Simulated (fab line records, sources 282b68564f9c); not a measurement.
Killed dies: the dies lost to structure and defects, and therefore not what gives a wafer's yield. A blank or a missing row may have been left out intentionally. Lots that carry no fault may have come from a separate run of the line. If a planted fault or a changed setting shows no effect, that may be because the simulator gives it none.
The same fault as seen by 2 desks | flow ritCmos | only its own numbers are on each desk; what lay behind them is given at the end

== AT THE TOOL OWNER'S DESK: pvdSputter-01 ==
The tool's own readings at RIT_M1_SPUTTER_00 (material Al, target thk 400 nm, time 500 s): means of the sampled wafers that have a number, for each lot that ran on this tool. The brackets show how far a lot's mean lies from the usual mean; more than 4 standard deviations puts the lot out of limits, marked OUT.
Columns: A = cathodeDcPowerW at RIT_M1_SPUTTER_00, usual 2000.0 W; B = throttleValvePct at RIT_M1_SPUTTER_00, usual 30.1 %
lot  | first seen here | A                        | B
L886 | day 5 16:32     | 2000.0                   | 30.2
L888 | day 5 22:43     | 2000.0                   | 30.3
L894 | day 7 05:04     | 2040.4 (+99 or more) OUT | 30.0
L896 | day 7 12:33     | 2080.5 (+99 or more) OUT | 30.0
Finding of this desk: L894, L896 out of limits; the first was L894 at day 7 05:04, on cathodeDcPowerW at RIT_M1_SPUTTER_00. L886, L888 stayed within limits.

== METROLOGY DESK ==
Lot by lot, what the gauges showed, no matter which tool ran the lot: averages of those sampled wafers that carry a number. The brackets show how far a lot's mean lies from the usual mean; more than 4 standard deviations puts the lot out of limits, marked OUT.
Columns: A = NRETRO_TW at RIT_NRETRO_TW_MEAS_10, usual 1047; B = PLDD_RS at RIT_SDANNEAL_RS_MEAS_06, usual 179.0 ohm/sq; C = M1_AL_RS at RIT_M1_RS_MEAS_01, usual 0.0740 ohm/sq; D = M1_AL_THK at RIT_M1_THK_MEAS_02, usual 398 nm
lot  | first seen here | A    | B     | C      | D
L876 | day 2 13:08     | 1038 | 178.2 | 0.0736 | 397
L879 | day 3 02:23     | 1063 | 178.4 | 0.0743 | 398
L880 | day 3 07:22     | 1036 | 178.9 | 0.0743 | 395
L883 | day 4 01:20     | 1030 | 178.6 | 0.0732 | 401
L886 | day 4 12:09     | 1060 | 179.6 | 0.0739 | 401
L887 | day 4 17:20     | 1031 | 179.6 | 0.0743 | 397
L888 | day 4 21:35     | 1061 | 179.1 | 0.0753 | 390
L889 | day 5 01:44     | 1032 | 179.9 | 0.0744 | 397
L891 | day 5 16:10     | 1052 | 178.1 | 0.0743 | 396
L893 | day 5 21:20     | 1053 | 179.4 | 0.0739 | 399
L894 | day 6 01:17     | 1057 | 179.2 | 0.0713 | 414
L896 | day 6 11:55     | 1059 | 178.9 | 0.0719 | 407
L897 | day 6 15:43     | 1056 | 178.9 | 0.0741 | 400
L899 | day 7 03:00     | 1035 | 178.3 | 0.0733 | 400
Finding of this desk: none of the 14 lots has anything out of limits.

== ALL TOGETHER ==
The tool owner's desk had the chance to raise an alarm at day 7 05:04 on L894, L896.
At the metrology desk, nothing out of limits was observed.
The metrology desk holds a record of L894, L896, inside its limits.
Every lot named ran RIT_M1_SPUTTER_00 on pvdSputter-01.

== WHAT THE SIMULATOR PUT IN ==
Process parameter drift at RIT_M1_SPUTTER_00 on pvdSputter-01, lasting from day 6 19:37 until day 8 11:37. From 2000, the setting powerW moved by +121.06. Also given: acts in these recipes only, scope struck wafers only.
Struck lots among those shown: L894, L896.
Delay in hours, fault start to first out-of-limits reading, by desk: the tool owner's desk at 9.
